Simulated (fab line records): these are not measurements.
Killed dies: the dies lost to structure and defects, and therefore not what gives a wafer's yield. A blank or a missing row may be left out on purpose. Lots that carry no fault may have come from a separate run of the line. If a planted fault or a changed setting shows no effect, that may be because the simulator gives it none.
Shared-tool check -- flow berkeley_cmos170 -- Sample size 14 lots and 42 wafers

REASON FOR OPENING
UCB170_NSD_TW_MEAS_10, reading NSD_TW: flagged on 2 of 14 lots. Fault-free wafers read 4225, with a standard deviation of 27.
Rule: a lot is flagged when every wafer of it that has a number lies more than 4 standard deviations from that mean, or none has a number. The other lots count as sound.

lot,measured,on,"NSD_TW, wafer by wafer",flag
L508,day 7 03:55,film_metro-01,4214 4229 4218,
L509,day 7 14:01,film_metro-01,4235 4229 4212,
L511,day 7 14:08,film_metro-03,4227 4223 4216,
L510,day 7 14:23,film_metro-01,4236 4214 4220,
L512,day 7 14:39,film_metro-03,4223 4214 4187,
L513,day 8 12:01,film_metro-01,4241 4244 4244,
L515,day 8 19:17,film_metro-01,4238 4230 4257,
L514,day 8 19:36,film_metro-03,4188 4197 4225,
L520,day 9 14:47,film_metro-01,4481 4479 4456,FLAGGED
L518,day 9 15:33,film_metro-02,4392 4344 4387,FLAGGED
L530,day 11 04:29,film_metro-01,4239 4243 4210,
L528,day 11 04:29,film_metro-03,4236 4247 4226,
L529,day 11 04:44,film_metro-01,4264 4255 4248,
L531,day 11 21:34,film_metro-02,4188 4200 4165,
On average the flagged lots' numbers are 4423, which is +198 against the usual, or +7 standard deviations.

WHICH TOOL RAN EACH LOT
The record holds 2 process steps before the reading, out of a route of 331 steps. In each cell: the tool, then ch and the chambers that the sampled wafers went through, then the start.
lot,flag,UCB170_NSD_IMPLANT_08,UCB170_NSD_STRIP_09
L508,,"implanter-03 ch 0, day 7 03:40","plasma_asher-01 ch 0,1, day 7 03:49"
L509,,"implanter-04 ch 0, day 7 13:47","plasma_asher-04 ch 0,1, day 7 13:55"
L511,,"implanter-03 ch 0, day 7 13:53","plasma_asher-02 ch 0, day 7 14:02"
L510,,"implanter-01 ch 0, day 7 14:08","plasma_asher-01 ch 0,1, day 7 14:16"
L512,,"implanter-03 ch 0, day 7 14:25","plasma_asher-04 ch 0, day 7 14:32"
L513,,"implanter-04 ch 0, day 8 11:47","plasma_asher-01 ch 1, day 8 11:55"
L515,,"implanter-03 ch 0, day 8 19:02","plasma_asher-01 ch 0,1, day 8 19:11"
L514,,"implanter-01 ch 0, day 8 19:23","plasma_asher-04 ch 0,1, day 8 19:30"
L520,FLAGGED,"implanter-04 ch 0, day 9 13:59","plasma_asher-01 ch 0,1, day 9 14:41"
L518,FLAGGED,"implanter-03 ch 0, day 9 14:58","plasma_asher-04 ch 0,1, day 9 15:27"
L530,,"implanter-04 ch 0, day 11 04:16","plasma_asher-02 ch 0,1, day 11 04:23"
L528,,"implanter-03 ch 0, day 11 04:14","plasma_asher-04 ch 0,1, day 11 04:23"
L529,,"implanter-01 ch 0, day 11 04:31","plasma_asher-01 ch 0,1, day 11 04:38"
L531,,"implanter-03 ch 0, day 11 21:19","plasma_asher-02 ch 0,1, day 11 21:28"
What these steps do:
- UCB170_NSD_IMPLANT_08
- UCB170_NSD_STRIP_09: strips in O2.
- UCB170_NSD_TW_MEAS_10

FLAGGED AGAINST TOTAL, ONE TOOL AT A TIME (gauges that did the reading follow at the end)
step,tool,lots run,flagged,share of the flagged lots,sound lots run after its first flagged lot
UCB170_NSD_IMPLANT_08,implanter-01,3,0,none,-
UCB170_NSD_IMPLANT_08,implanter-03,7,1,some,"2 (L528,L531)"
UCB170_NSD_IMPLANT_08,implanter-04,4,1,some,1 (L530)
UCB170_NSD_STRIP_09,plasma_asher-01,6,1,some,1 (L529)
UCB170_NSD_STRIP_09,plasma_asher-02,3,0,none,-
UCB170_NSD_STRIP_09,plasma_asher-04,5,1,some,1 (L528)
UCB170_NSD_TW_MEAS_10,film_metro-01,8,1,some,"2 (L530,L529)"
UCB170_NSD_TW_MEAS_10,film_metro-02,2,1,some,1 (L531)
UCB170_NSD_TW_MEAS_10,film_metro-03,4,0,none,-

WHAT IS ALLOWED BY THE TABLE
No row of the table ran every flagged lot.

WHAT WAS PUT IN BY THE SIMULATOR
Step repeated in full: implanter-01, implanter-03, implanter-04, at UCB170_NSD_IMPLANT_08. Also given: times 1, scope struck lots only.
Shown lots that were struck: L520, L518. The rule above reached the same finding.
